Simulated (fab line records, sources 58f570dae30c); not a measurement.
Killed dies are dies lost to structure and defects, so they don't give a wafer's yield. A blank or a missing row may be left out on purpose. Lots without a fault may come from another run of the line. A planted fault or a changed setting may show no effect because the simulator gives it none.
Which tool did it? | flow berkeley_cmos170 | 14 lots, 42 wafers sampled, at 3 steps of a route of 331

WHAT THE GAUGES READ, wafer by wafer
UCB170_PLDD_CD_MEAS_06: target cd 1200 nm. Usual: cd_nm 1199.6 nm, standard deviation 1.4.
lot  | measured     | on        | cd_nm (nm)           | flag
L612 | day 6 22:59  | cd_sem-02 | 1197.6 1199.3 1198.5 |
L613 | day 7 14:39  | cd_sem-01 | 1200.1 1199.4 1198.2 |
L614 | day 7 15:10  | cd_sem-01 | 1200.1 1197.4 1198.6 |
L616 | day 7 15:17  | cd_sem-01 | 1201.0 1200.1 1201.0 |
L620 | day 8 14:07  | cd_sem-02 | 1200.1 1198.9 1198.7 |
L621 | day 8 14:19  | cd_sem-02 | 1199.5 1198.2 1199.1 |
L624 | day 9 00:19  | cd_sem-02 | 1198.6 1199.6 1199.7 |
L630 | day 10 16:26 | cd_sem-01 | 1199.7 1199.2 1198.9 |
L631 | day 11 08:26 | cd_sem-02 | 1203.0 1202.8 1202.9 |
L632 | day 11 08:07 | cd_sem-01 | 1199.9 1198.8 1198.5 |
L633 | day 11 17:44 | cd_sem-01 | 1198.2 1201.1 1199.6 |
L635 | day 11 16:46 | cd_sem-01 | 1201.0 1200.1 1199.8 |

WHICH TOOL RAN EACH LOT (tool, then ch and the chambers of the sampled wafers, then the start)
lot  | UCB170_PWELL_DEVELOP_12          | UCB170_PVT_STRIP_08
L612 | litho_track-03 ch 0, day 3 10:00 | plasma_asher-04 ch 0,1, day 6 02:58
L613 | litho_track-01 ch 0, day 3 22:00 | plasma_asher-04 ch 0,1, day 6 23:40
L614 | litho_track-03 ch 0, day 3 22:00 | plasma_asher-01 ch 0,1, day 6 22:50
L616 | litho_track-03 ch 0, day 4 07:00 | plasma_asher-01 ch 0,1, day 7 02:41
L620 | litho_track-02 ch 0, day 5 01:00 | plasma_asher-04 ch 0,1, day 8 02:56
L621 | litho_track-03 ch 0, day 5 01:00 | plasma_asher-02 ch 0,1, day 8 03:08
L624 | litho_track-01 ch 0, day 5 08:00 | plasma_asher-04 ch 0,1, day 8 09:25
L627 | litho_track-01, day 6 07:00      | -
L628 | litho_track-03, day 6 14:00      | -
L630 | litho_track-02 ch 0, day 7 02:00 | plasma_asher-04 ch 0,1, day 10 00:17
L631 | litho_track-01 ch 0, day 7 07:00 | plasma_asher-01 ch 0,1, day 10 12:01
L632 | litho_track-03 ch 0, day 7 07:00 | plasma_asher-02 ch 1, day 10 12:15
L633 | litho_track-03 ch 0, day 7 23:00 | plasma_asher-02 ch 0,1, day 11 00:44
L635 | litho_track-01 ch 0, day 7 23:00 | plasma_asher-04 ch 0,1, day 11 00:25
- UCB170_PWELL_DEVELOP_12: develop time 45 s.
- UCB170_PVT_STRIP_08: strips in O2.

WHAT THE TOOLS THEMSELVES READ (means of the sampled wafers that have a number; where no wafer has one, the mark that the record gives instead)
UCB170_PWELL_DEVELOP_12. Usual: chill_plate_temp_C 22.98 C, standard deviation 0.11.
lot  | tool           | chill_plate_temp_C (C) | flag
L612 | litho_track-03 | 22.98                  |
L613 | litho_track-01 | 22.93                  |
L614 | litho_track-03 | 22.93                  |
L616 | litho_track-03 | 22.84                  |
L620 | litho_track-02 | 22.92                  |
L621 | litho_track-03 | 23.11                  |
L624 | litho_track-01 | 22.85                  |
L627 | litho_track-01 | -                      | OFF
L628 | litho_track-03 | -                      | OFF
L630 | litho_track-02 | 22.89                  |
L631 | litho_track-01 | 22.93                  |
L632 | litho_track-03 | 22.99                  |
L633 | litho_track-03 | 23.16                  |
L635 | litho_track-01 | 23.00                  |

UCB170_PVT_STRIP_08. Usual: chamber_pressure_mTorr 3499 mTorr, standard deviation 3; drypump_motor_current_A 5.7 A, standard deviation 0.52; oes_product_au 0.734 a.u., standard deviation 0.0046; strip_time_to_endpoint_s 21.77 s, standard deviation 0.055.
lot  | tool            | chamber_pressure_mTorr (mTorr) | drypump_motor_current_A (A) | oes_product_au (a.u.) | strip_time_to_endpoint_s (s) | flag
L612 | plasma_asher-04 | 3498                           | 5.6                         | 0.736                 | 21.70                        |
L613 | plasma_asher-04 | 3501                           | 5.6                         | 0.735                 | 21.85                        |
L614 | plasma_asher-01 | 3498                           | 5.8                         | 0.735                 | 21.73                        |
L616 | plasma_asher-01 | 3502                           | 5.8                         | 0.736                 | 21.87                        |
L620 | plasma_asher-04 | 3499                           | 5.6                         | 0.739                 | 21.75                        |
L621 | plasma_asher-02 | 3500                           | 5.4                         | 0.735                 | 21.67                        |
L624 | plasma_asher-04 | 3500                           | 5.6                         | 0.736                 | 21.81                        |
L630 | plasma_asher-04 | 3497                           | 5.6                         | 0.740                 | 21.76                        |
L631 | plasma_asher-01 | 3499                           | 5.8                         | 0.741                 | 21.74                        |
L632 | plasma_asher-02 | 3498                           | 6.6                         | 0.733                 | 21.73                        |
L633 | plasma_asher-02 | 3500                           | 6.0                         | 0.730                 | 21.85                        |
L635 | plasma_asher-04 | 3500                           | 5.6                         | 0.736                 | 21.81                        |

THE ANSWER, worked out from the rows above alone
Rule: a lot is off if the mean of its wafers that have a number lies more than 3 standard deviations from the usual mean. A lot without any number at a reading at which 4 lots or more have one is off too. The other lots that the step has rows for count as sound. The gauges are gone through in route order, then the tools' own readings, and for those a lot's mean is taken as printed above. The first step at which some lot is off is used, and at that step the reading that is off furthest; a lot without a number counts as furthest.
Off: L627, L628, at UCB170_PWELL_DEVELOP_12 (chill_plate_temp_C). Without a number there: L627, L628.
A tool fits if, at that step or a process step before it, it ran every lot that is off, and no sound lot after the first of them. None of those tried fits.

WHAT THE SIMULATOR HAD PUT IN
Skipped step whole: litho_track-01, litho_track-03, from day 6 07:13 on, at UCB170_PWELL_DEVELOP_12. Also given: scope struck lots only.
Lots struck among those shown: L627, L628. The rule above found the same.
